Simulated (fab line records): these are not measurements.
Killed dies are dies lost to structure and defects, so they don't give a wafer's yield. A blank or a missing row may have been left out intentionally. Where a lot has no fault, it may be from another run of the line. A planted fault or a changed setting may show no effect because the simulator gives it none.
Which tool did it? || flow rit_cmos || 15 lots with 45 wafers sampled at 3 steps, on a route of 202 steps

## WHAT THE GAUGES SHOWED, per wafer
RIT_NSD_TW_MEAS_10.
{"lot": "L818", "measured": "day 3 02:08", "on": "film_metro-02", "NSD_TW": "3170 3152 3165"}
{"lot": "L819", "measured": "day 3 06:18", "on": "film_metro-04", "NSD_TW": "3081 3080 3083"}
{"lot": "L820", "measured": "day 3 13:46", "on": "film_metro-01", "NSD_TW": "3107 3113 3113"}
{"lot": "L821", "measured": "day 3 19:53", "on": "film_metro-04", "NSD_TW": "3094 3083 3092"}
{"lot": "L822", "measured": "day 4 01:22", "on": "film_metro-02", "NSD_TW": "3156 3142 3150"}
{"lot": "L823", "measured": "day 4 03:17", "on": "film_metro-01", "NSD_TW": "3104 3113 3126"}
{"lot": "L824", "measured": "day 4 10:31", "on": "film_metro-02", "NSD_TW": "3155 3151 3163"}
{"lot": "L825", "measured": "day 4 15:45", "on": "film_metro-02", "NSD_TW": "3150 3152 3159"}
{"lot": "L827", "measured": "day 4 22:20", "on": "film_metro-01", "NSD_TW": "3120 3117 3141"}
{"lot": "L828", "measured": "day 5 06:57", "on": "film_metro-01", "NSD_TW": "3123 3120 3137"}
{"lot": "L829", "measured": "day 5 08:46", "on": "film_metro-02", "NSD_TW": "3221 3245 3252"}
{"lot": "L832", "measured": "day 5 23:17", "on": "film_metro-04", "NSD_TW": "3193 3174 3163"}
{"lot": "L834", "measured": "day 6 10:08", "on": "film_metro-02", "NSD_TW": "3214 3226 3245"}
{"lot": "L837", "measured": "day 7 06:26", "on": "film_metro-02", "NSD_TW": "3142 3131 3132"}
{"lot": "L841", "measured": "day 8 04:32", "on": "film_metro-02", "NSD_TW": "3137 3132 3138"}

RIT_SDANNEAL_RS_MEAS_05: the measuring method here is four-point-probe.
{"lot": "L818", "measured": "day 3 04:16", "on": "film_metro-01", "NSD_RS (ohm/sq)": "84.44 84.51 84.71"}
{"lot": "L819", "measured": "day 3 08:30", "on": "film_metro-04", "NSD_RS (ohm/sq)": "84.81 84.03 84.51"}
{"lot": "L820", "measured": "day 3 15:47", "on": "film_metro-04", "NSD_RS (ohm/sq)": "84.13 84.62 84.49"}
{"lot": "L821", "measured": "day 3 21:55", "on": "film_metro-04", "NSD_RS (ohm/sq)": "84.26 84.25 84.37"}
{"lot": "L822", "measured": "day 4 03:31", "on": "film_metro-04", "NSD_RS (ohm/sq)": "84.00 84.48 84.11"}
{"lot": "L823", "measured": "day 4 05:31", "on": "film_metro-01", "NSD_RS (ohm/sq)": "84.45 84.72 84.68"}
{"lot": "L824", "measured": "day 4 13:22", "on": "film_metro-04", "NSD_RS (ohm/sq)": "83.97 84.18 83.91"}
{"lot": "L825", "measured": "day 4 18:23", "on": "film_metro-04", "NSD_RS (ohm/sq)": "84.10 84.17 83.88"}
{"lot": "L827", "measured": "day 5 00:34", "on": "film_metro-02", "NSD_RS (ohm/sq)": "83.80 83.63 83.65"}
{"lot": "L828", "measured": "day 5 09:00", "on": "film_metro-04", "NSD_RS (ohm/sq)": "84.63 84.71 84.55"}
{"lot": "L829", "measured": "day 5 10:59", "on": "film_metro-01", "NSD_RS (ohm/sq)": "76.21 76.43 76.24"}
{"lot": "L832", "measured": "day 6 01:19", "on": "film_metro-04", "NSD_RS (ohm/sq)": "76.23 76.48 76.43"}
{"lot": "L834", "measured": "day 6 12:10", "on": "film_metro-04", "NSD_RS (ohm/sq)": "76.27 76.59 76.67"}
{"lot": "L837", "measured": "day 7 08:38", "on": "film_metro-02", "NSD_RS (ohm/sq)": "84.34 84.34 84.32"}
{"lot": "L841", "measured": "day 8 06:34", "on": "film_metro-04", "NSD_RS (ohm/sq)": "84.68 84.85 84.67"}

## EACH LOT AND THE TOOL THAT RAN IT (in order: tool; ch and the chambers of the sampled wafers; start)
{"lot": "L818", "RIT_NSD_IMPLANT_08": "implanter-03 ch 0, day 3 01:50"}
{"lot": "L819", "RIT_NSD_IMPLANT_08": "implanter-02 ch 0, day 3 06:01"}
{"lot": "L820", "RIT_NSD_IMPLANT_08": "implanter-03 ch 0, day 3 13:26"}
{"lot": "L821", "RIT_NSD_IMPLANT_08": "implanter-02 ch 0, day 3 19:34"}
{"lot": "L822", "RIT_NSD_IMPLANT_08": "implanter-03 ch 0, day 4 01:03"}
{"lot": "L823", "RIT_NSD_IMPLANT_08": "implanter-03 ch 0, day 4 02:58"}
{"lot": "L824", "RIT_NSD_IMPLANT_08": "implanter-03 ch 0, day 4 10:12"}
{"lot": "L825", "RIT_NSD_IMPLANT_08": "implanter-03 ch 0, day 4 15:26"}
{"lot": "L827", "RIT_NSD_IMPLANT_08": "implanter-03 ch 0, day 4 22:02"}
{"lot": "L828", "RIT_NSD_IMPLANT_08": "implanter-04 ch 0, day 5 06:38"}
{"lot": "L829", "RIT_NSD_IMPLANT_08": "implanter-03 ch 0, day 5 08:26"}
{"lot": "L832", "RIT_NSD_IMPLANT_08": "implanter-03 ch 0, day 5 22:58"}
{"lot": "L834", "RIT_NSD_IMPLANT_08": "implanter-03 ch 0, day 6 09:48"}
{"lot": "L837", "RIT_NSD_IMPLANT_08": "implanter-04 ch 0, day 7 06:06"}
{"lot": "L841", "RIT_NSD_IMPLANT_08": "implanter-04 ch 0, day 8 04:13"}
- RIT_NSD_IMPLANT_08

## WHAT THE TOOLS THEMSELVES READ (means of the sampled wafers that have a number; where no wafer has one, the mark that the record gives instead)
RIT_NSD_IMPLANT_08.
{"lot": "L818", "tool": "implanter-03", "dose_ions_cm2": 9.987e+14, "faraday_current_uA": 3140}
{"lot": "L819", "tool": "implanter-02", "dose_ions_cm2": 9.991e+14, "faraday_current_uA": 3111}
{"lot": "L820", "tool": "implanter-03", "dose_ions_cm2": 1.001e+15, "faraday_current_uA": 3189}
{"lot": "L821", "tool": "implanter-02", "dose_ions_cm2": 1.000e+15, "faraday_current_uA": 3076}
{"lot": "L822", "tool": "implanter-03", "dose_ions_cm2": 1.001e+15, "faraday_current_uA": 3066}
{"lot": "L823", "tool": "implanter-03", "dose_ions_cm2": 1.000e+15, "faraday_current_uA": 3117}
{"lot": "L824", "tool": "implanter-03", "dose_ions_cm2": 9.999e+14, "faraday_current_uA": 3099}
{"lot": "L825", "tool": "implanter-03", "dose_ions_cm2": 9.996e+14, "faraday_current_uA": 3079}
{"lot": "L827", "tool": "implanter-03", "dose_ions_cm2": 1.000e+15, "faraday_current_uA": 3077}
{"lot": "L828", "tool": "implanter-04", "dose_ions_cm2": 9.995e+14, "faraday_current_uA": 3165}
{"lot": "L829", "tool": "implanter-03", "dose_ions_cm2": 1.135e+15, "faraday_current_uA": 3530}
{"lot": "L832", "tool": "implanter-03", "dose_ions_cm2": 1.134e+15, "faraday_current_uA": 3568}
{"lot": "L834", "tool": "implanter-03", "dose_ions_cm2": 1.135e+15, "faraday_current_uA": 3627}
{"lot": "L837", "tool": "implanter-04", "dose_ions_cm2": 9.999e+14, "faraday_current_uA": 3150}
{"lot": "L841", "tool": "implanter-04", "dose_ions_cm2": 9.999e+14, "faraday_current_uA": 3112}

## THE ANSWER, worked out from the rows above alone
Rule: the usual values come from the lots themselves. The widest of any qualifying gaps counts: lots, ordered by their means at a reading, are off when they make up no more than a third of the lots, leave a main group of 4 or more, and stand apart from it by 3 or more times the standard deviation of that group's means. The tables above print the reading to a certain number of digits; a main group whose means all agree to those digits is not used. A lot without any number at a reading at which 4 lots or more have one is off too. All remaining lots with rows at the step are treated as sound. After the gauges, taken in route order, come the tools' own readings; for these a lot's mean is taken, as printed above. At the first step where some lot is off, the reading lying furthest off is the one used; lots without a number count as furthest.
Off: L829, L832, L834, at RIT_SDANNEAL_RS_MEAS_05 (NSD_RS). The main group: mean 84.33 ohm/sq, standard deviation 0.29.
A tool fits if, at a process step before that reading, it ran every lot that is off, and no sound lot after the first of them. The gauges at RIT_SDANNEAL_RS_MEAS_05 aren't tried: what is off there is off at RIT_NSD_IMPLANT_08 too, on other tools, and a gauge's error can't cause that. One candidate fits, namely implanter-03 at RIT_NSD_IMPLANT_08. A fault onset in the window from L827 (day 4 22:02, its last sound lot) to L829 (day 5 08:26, its first lot off) fits.
The tool's own readings at RIT_NSD_IMPLANT_08 bear it out: on the lots that are off they differ by more than 5 times the standard deviation of the sound lots' means. dose_ions_cm2 reads 1.135e+15 there against 9.999e+14 on the sound lots; faraday_current_uA reads 3575 there against 3115 on the sound lots.

## WHAT THE SIMULATOR HAD INSERTED
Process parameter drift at RIT_NSD_IMPLANT_08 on implanter-03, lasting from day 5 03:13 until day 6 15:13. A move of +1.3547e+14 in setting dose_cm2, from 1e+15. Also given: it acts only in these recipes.
Struck lots among those shown: L829, L832, L834. The rule above found the same.
